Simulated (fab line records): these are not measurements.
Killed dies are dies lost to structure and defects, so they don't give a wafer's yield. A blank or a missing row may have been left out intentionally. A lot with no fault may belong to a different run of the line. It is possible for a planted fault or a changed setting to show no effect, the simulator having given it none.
One fault through the eyes of 2 desks -- flow rit cmos -- each desk holds nothing but its own numbers, with what lay behind them at the end

== FOR THE TOOL OWNER'S DESK: iline stepper-01 ==
The tool's own readings at RIT_M1_EXPOSE_06 (exposes mask M12, target cd 2600 nm): means of the sampled wafers that have a number, for each lot that ran on this tool. Marked OUT: a lot whose mean sits more than 4 standard deviations from the usual mean, which makes it out of limits; the brackets give that distance.
Columns: A = exposure dose mJ cm2 at RIT_M1_EXPOSE_06, usual 251.85
lot,first seen here,A
L298,day 3 13:50,251.84
L308,day 5 17:26,249.86 (-8.0) OUT
Finding of this desk: L308 out of limits; the first was L308 at day 5 17:26, on exposure dose mJ cm2 at RIT_M1_EXPOSE_06. In limits: L298.

== METROLOGY DESK ==
Lot by lot, what the gauges showed, no matter which tool ran the lot: averages of those sampled wafers that carry a number. Marked OUT: a lot whose mean sits more than 4 standard deviations from the usual mean, which makes it out of limits; the brackets give that distance.
Columns: A = cd nm at RIT_CONTACT_CD_MEAS_90, usual 999.9 nm; B = M1_AL_RS at RIT_M1_RS_MEAS_01, usual 0.0731 ohm/sq; C = M1_AL_THK at RIT_M1_THK_MEAS_02, usual 398 nm
lot,first seen here,A,B,C
L298,day 3 12:18,997.9,0.0716,407
L300,day 4 00:28,998.2,0.0722,403
L306,day 5 06:46,999.5,0.0723,404
L308,day 5 15:54,995.5,0.0735,396
L320,day 8 05:06,1002.6,0.0728,397
Result from this desk: across the 5 lots, nothing is out of limits.

== PUT TOGETHER ==
The tool owner's desk had the chance to raise an alarm at day 5 17:26 on L308.
Metrology desk: nothing out of limits seen.
The metrology desk holds a record of L308, inside its limits.
Of the lots named, all ran RIT_M1_EXPOSE_06 on iline stepper-01.

== WHAT WAS PUT IN BY THE SIMULATOR ==
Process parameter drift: iline stepper-01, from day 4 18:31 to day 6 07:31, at RIT_M1_EXPOSE_06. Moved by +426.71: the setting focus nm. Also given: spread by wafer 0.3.
Lots struck among those shown: L308.
Time in hours from fault onset to the first out-of-limits reading at each desk: the tool owner's desk, 23.
